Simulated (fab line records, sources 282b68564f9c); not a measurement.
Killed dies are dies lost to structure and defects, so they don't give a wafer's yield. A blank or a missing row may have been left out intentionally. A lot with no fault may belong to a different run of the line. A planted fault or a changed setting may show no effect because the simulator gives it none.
fab line records | flow rit-cmos
record lots=13 wafers=39 last-day=7
route steps=202 shown GATE@89
lots that met no fault: taken from a fault-free run of the same line
start-h: the number of hours between the record's first day and the start of the first shown wafer of the lot | wait-h: how many hours have passed since the lot's step before this one | " identical to the entry in the row above | L1.1+2: a row that stands for several wafers | - value missing, or start not given | * or withheld: withheld | < > ~ a bound
route shown NAME@n: a module of which the file shows steps, and the number in the route of the first | usual: mean and standard deviation over wafers with no fault | same: alike in all rows | chamber/n: place in a boat | sites: each site's reading | _std_site: standard deviation across them | _edge_site: inner sites' mean taken away from outer sites' mean | radius-mm: how far each site lies from the wafer's centre | mask NAME#n: copy n | behind: tool/chamber where the wafer was last shaped | hold: why the lot was held/for how many hours/how that ended | device: the n, p or np transistor that did not switch | end of line: tests of these same wafers at the route's end | step lacking rows: just its recipe | killed: at the first sort, the dies lost to defects and structure; wafer yield is something else | map: a wafer's dies, marking killed ones x, the rest . and places with no die _
set.NAME: the run value of the setting; set.NAME@STEP: its run value at that earlier step | model.NAME: the simulator's own value behind a step, which no gauge read
steps of the route over a sample of lots; a table a step, a row a wafer
services: when a tool's chamber went out of use (start-h, in hours from the record's first day, below 0 if earlier), for how many hours, and the reason
## steps
# step RIT_GATE_EXPOSE_13
# recipe mask-id=M6 na=0.6 source-shape=conventional sigma-outer=0.6 target-cd-nm=150 dose-mj=380
# columns lot.wafer tool chamber start-h wait-h mask
L134.1+4+5 iline-stepper-01 0 45.74 0.2 M6#0
L137.2+5+6 iline-stepper-01 0 61.07 0.2 M6#0
L140.2+3+6 iline-stepper-02 0 77.03 0.1 M6#0
L141.3+5+6 iline-stepper-01 0 78.09 0.2 M6#0
L142.1+2+3 iline-stepper-02 0 79.73 0.2 M6#0
L144.2+3+4 iline-stepper-01 0 92.04 0.3 M6#0
L145.1+3+4 iline-stepper-01 0 93.18 0.1 M6#0
L146.1+2+6 iline-stepper-01 0 105.93 0.1 M6#0
L147.2+5+6 iline-stepper-01 0 109.81 0.1 M6#0
L148.1+5+6 iline-stepper-02 0 121.29 0.2 M6#0
L149.1+4+5 iline-stepper-01 0 121.53 0.5 M6_R1#0
L150.1+3+5 iline-stepper-01 0 122.78 0.1 M6#0
L153.1+3+5 iline-stepper-01 0 136.25 0.2 M6#0
# step RIT_GATE_CD_MEAS_16
# recipe target-cd-nm=150
# usual cd-nm=149.1/2.2
# columns lot.wafer tool chamber start-h wait-h cd-nm
L134.1 cd-sem-02 - 46.21 - 151.4
L134.4 " - " " 152.2
L134.5 " - " " 150.6
L137.2 cd-sem-02 - 61.47 - 150.3
L137.5 " - " " 150.9
L137.6 " - " " 145.3
L140.2 cd-sem-02 - 77.44 - 146.4
L140.3 " - " " 148.1
L140.6 " - " " 148.7
L141.3 cd-sem-02 - 78.49 - 148.5
L141.5 " - " " 148.7
L141.6 " - " " 149.1
L142.1 cd-sem-02 - 80.16 - 150.2
L142.2 " - " " 149.9
L142.3 " - " " 148.6
L144.2 cd-sem-01 - 92.48 - 150.6
L144.3 " - " " 150.5
L144.4 " - " " 154.8
L145.1 cd-sem-01 - 93.58 - 148.8
L145.3 " - " " 148.8
L145.4 " - " " 148.5
L146.1 cd-sem-02 - 106.33 - 144.4
L146.2 " - " " 144.7
L146.6 " - " " 146.8
L147.2 cd-sem-01 - 110.21 - 146.1
L147.5 " - " " 149.0
L147.6 " - " " 148.1
L148.1 cd-sem-02 - 121.69 - 148.2
L148.5 " - " " 146.0
L148.6 " - " " 148.6
L149.1 cd-sem-01 - 121.97 - 190.5
L149.4 " - " " 192.1
L149.5 " - " " 191.8
L150.1 cd-sem-01 - 123.31 - 148.5
L150.3 " - " " 146.2
L150.5 " - " " 144.5
L153.1 cd-sem-01 - 136.65 - 150.8
L153.3 " - " " 151.7
L153.5 " - " " 151.3
## services
# columns tool chamber start-h hours kind
iline-stepper-01 - 56.46 3.6 repair
iline-stepper-02 - 92.58 1.7 pm
## key
first-sign step=RIT_GATE_EXPOSE_13 reading=mask direction=changed
effect step=RIT_GATE_CD_MEAS_16 reading=cd-nm direction=up sigmas=19 usual=149.1 struck=191.4
met-at RIT_GATE_EXPOSE_13
struck-lots L149
later-rows-left-out L149.1,L149.4,L149.5
sort-left-out L149.1,L149.4,L149.5
tester-left-out L149
onset-between 109.81 121.53
fault kind=wrong-mask tool=any chamber=- onset-h=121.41 steps=RIT_GATE_EXPOSE_13 aux-copy=M6_R1#0 cd-offset-nm=45 scope=struck-lots-only
# tester-left-out: of these lots the tester's yield and bins aren't shown, on N5 and GAA mostly nor the transistor test; their killed dies are dies lost to structure and defects alone, not to doping, threshold or leakage, so they don't give the yield
# sort-left-out: the simulated sort isn't trusted on such a fault, so these wafers' sort isn't shown, and their yield isn't known
# later-rows-left-out: the simulator's readings of these wafers behind a module that went badly wrong aren't trusted and aren't shown, but for the sort
